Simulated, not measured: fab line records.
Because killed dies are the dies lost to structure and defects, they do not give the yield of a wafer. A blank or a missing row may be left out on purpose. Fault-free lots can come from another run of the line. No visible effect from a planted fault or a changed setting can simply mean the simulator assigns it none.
Which of the tools did it? | flow rit_cmos | Sampling: 14 lots, 42 wafers, 4 of 202 route steps

WHAT THE GAUGES SHOWED, per wafer
RIT_GATE_THK_MEAS_09. Usual: GATE_POLY_THK 241.9 nm, standard deviation 2.2.
lot  | measured    | on            | GATE_POLY_THK (nm) | flag
L256 | day 2 16:27 | film_metro-03 | 245.7 244.7 247.4  |
L258 | day 3 02:25 | film_metro-03 | 240.6 239.9 240.4  |
L259 | day 3 10:11 | film_metro-04 | 241.7 240.1 241.4  |
L262 | day 4 00:38 | film_metro-03 | 243.2 240.8 242.3  |
L266 | day 4 20:07 | film_metro-02 | 245.2 245.3 246.6  |
L267 | day 4 22:38 | film_metro-04 | 242.9 241.8 242.0  |
L268 | day 5 05:28 | film_metro-02 | 241.7 241.7 239.4  |
L271 | day 5 19:31 | film_metro-02 | 241.9 241.1 241.5  |
L273 | day 6 09:13 | film_metro-04 | 242.2 242.2 242.4  |
L274 | day 6 12:29 | film_metro-02 | 243.2 242.0 243.6  |
L275 | day 6 16:02 | film_metro-03 | 241.2 242.3 241.9  |
L276 | day 7 02:40 | film_metro-02 | 239.3 240.4 239.3  |
L277 | day 7 04:17 | film_metro-04 | 238.3 240.9 240.1  |
L278 | day 7 09:08 | film_metro-03 | 240.9 240.3 239.3  |

RIT_SDANNEAL_RS_MEAS_07: measurement is done with a four-point probe. Usual: NLDD_RS 149.0 ohm/sq, standard deviation 0.48.
lot  | measured    | on            | NLDD_RS (ohm/sq)  | flag
L256 | day 3 06:23 | film_metro-01 | 148.4 148.2 148.2 |
L258 | day 3 17:38 | film_metro-01 | 148.2 148.2 148.6 |
L259 | day 4 02:22 | film_metro-04 | 149.4 150.2 149.7 |
L262 | day 4 16:10 | film_metro-01 | 148.9 149.2 148.8 |
L266 | day 5 10:05 | film_metro-01 | 149.2 149.3 149.0 |
L267 | day 5 12:41 | film_metro-04 | 149.0 148.7 148.2 |
L268 | day 5 21:02 | film_metro-04 | 149.0 149.0 148.8 |
L271 | day 6 09:55 | film_metro-02 | 148.9 149.1 149.1 |
L273 | day 7 00:07 | film_metro-04 | 149.6 149.5 149.6 |
L274 | day 7 04:43 | film_metro-02 | 148.5 148.5 148.8 |
L275 | day 7 07:56 | film_metro-02 | 148.3 148.4 148.4 |
L276 | day 7 17:13 | film_metro-04 | 149.3 148.9 149.2 |
L277 | day 7 18:50 | film_metro-01 | 148.5 149.0 148.5 |
L278 | day 8 00:35 | film_metro-01 | 149.0 149.4 149.6 |

TOOL THAT RAN EACH LOT (tool first, then ch and the chambers of the sampled wafers, then the start)
lot  | RIT_PRETRO_DEVELOP_05            | RIT_GATE_STRIP_20
L256 | litho_track-01 ch 0, day 2 12:00 | plasma_asher-04 ch 0,1, day 2 17:55
L258 | litho_track-01 ch 0, day 2 22:00 | plasma_asher-01 ch 1, day 3 04:05
L259 | litho_track-03 ch 0, day 3 03:00 | plasma_asher-04 ch 0,1, day 3 11:32
L262 | litho_track-02 ch 0, day 3 17:00 | plasma_asher-02 ch 0,1, day 4 02:00
L266 | litho_track-03, day 4 14:00      | plasma_asher-01 ch 0,1, day 4 21:32
L267 | litho_track-01, day 4 18:00      | plasma_asher-02 ch 0,1, day 4 23:58
L268 | litho_track-01 ch 0, day 5 00:00 | plasma_asher-04 ch 0,1, day 5 06:47
L271 | litho_track-03 ch 0, day 5 14:00 | plasma_asher-02 ch 0,1, day 5 21:01
L273 | litho_track-01 ch 0, day 6 00:00 | plasma_asher-02 ch 0,1, day 6 10:33
L274 | litho_track-02 ch 0, day 6 06:00 | plasma_asher-01 ch 0,1, day 6 13:48
L275 | litho_track-02 ch 0, day 6 10:00 | plasma_asher-01 ch 0,1, day 6 17:24
L276 | litho_track-03 ch 0, day 6 20:00 | plasma_asher-02 ch 0,1, day 7 03:59
L277 | litho_track-03 ch 0, day 6 22:00 | plasma_asher-01 ch 0,1, day 7 05:44
L278 | litho_track-02 ch 0, day 7 04:00 | plasma_asher-01 ch 0,1, day 7 10:37
- RIT_PRETRO_DEVELOP_05: develop time 68 s.
- RIT_GATE_STRIP_20: strips in O2, time 180 s.

WHAT THE TOOLS THEMSELVES READ (means of the sampled wafers that have a number; where no wafer has one, the mark that the record gives instead)
RIT_PRETRO_DEVELOP_05. Usual: chill_plate_temp_C reads 23.00 C (standard deviation 0.12).
lot  | tool           | chill_plate_temp_C (C) | flag
L256 | litho_track-01 | 23.02                  |
L258 | litho_track-01 | 23.16                  |
L259 | litho_track-03 | 22.98                  |
L262 | litho_track-02 | 22.92                  |
L266 | litho_track-03 | -                      | OFF
L267 | litho_track-01 | -                      | OFF
L268 | litho_track-01 | 23.08                  |
L271 | litho_track-03 | 23.08                  |
L273 | litho_track-01 | 23.04                  |
L274 | litho_track-02 | 22.89                  |
L275 | litho_track-02 | 23.09                  |
L276 | litho_track-03 | 22.93                  |
L277 | litho_track-03 | 23.07                  |
L278 | litho_track-02 | 23.08                  |

RIT_GATE_STRIP_20. Usual: drypump_motor_current_A reads 5.8 A (standard deviation 0.3).
lot  | tool            | drypump_motor_current_A (A) | flag
L256 | plasma_asher-04 | 5.5                         |
L258 | plasma_asher-01 | 6.2                         |
L259 | plasma_asher-04 | 5.4                         |
L262 | plasma_asher-02 | 5.9                         |
L266 | plasma_asher-01 | 5.6                         |
L267 | plasma_asher-02 | 5.8                         |
L268 | plasma_asher-04 | 5.4                         |
L271 | plasma_asher-02 | 5.9                         |
L273 | plasma_asher-02 | 5.8                         |
L274 | plasma_asher-01 | 5.6                         |
L275 | plasma_asher-01 | 5.9                         |
L276 | plasma_asher-02 | 5.9                         |
L277 | plasma_asher-01 | 5.6                         |
L278 | plasma_asher-01 | 5.6                         |

THE ANSWER, worked out from the rows above alone
Rule: lot off if the mean of its wafers having a number is beyond 3 standard deviations from the usual mean. A lot without any number at a reading at which 4 lots or more have one is off too. Any other lot the step has rows for is counted as sound. Order of review: gauges by route order, followed by the tools' own readings, for which a lot's mean as printed above is used. At the first step where some lot is off, the reading lying furthest off is the one used; lots without a number count as furthest.
Off at RIT_PRETRO_DEVELOP_05 (chill_plate_temp_C): L266, L267. Without a number there: L266, L267.
If a tool, at that step or one of the process steps before it, ran each lot that is off and ran no sound lot following the first of them, it fits. No candidate that was tried fits.

WHAT HAD BEEN PUT IN BY THE SIMULATOR
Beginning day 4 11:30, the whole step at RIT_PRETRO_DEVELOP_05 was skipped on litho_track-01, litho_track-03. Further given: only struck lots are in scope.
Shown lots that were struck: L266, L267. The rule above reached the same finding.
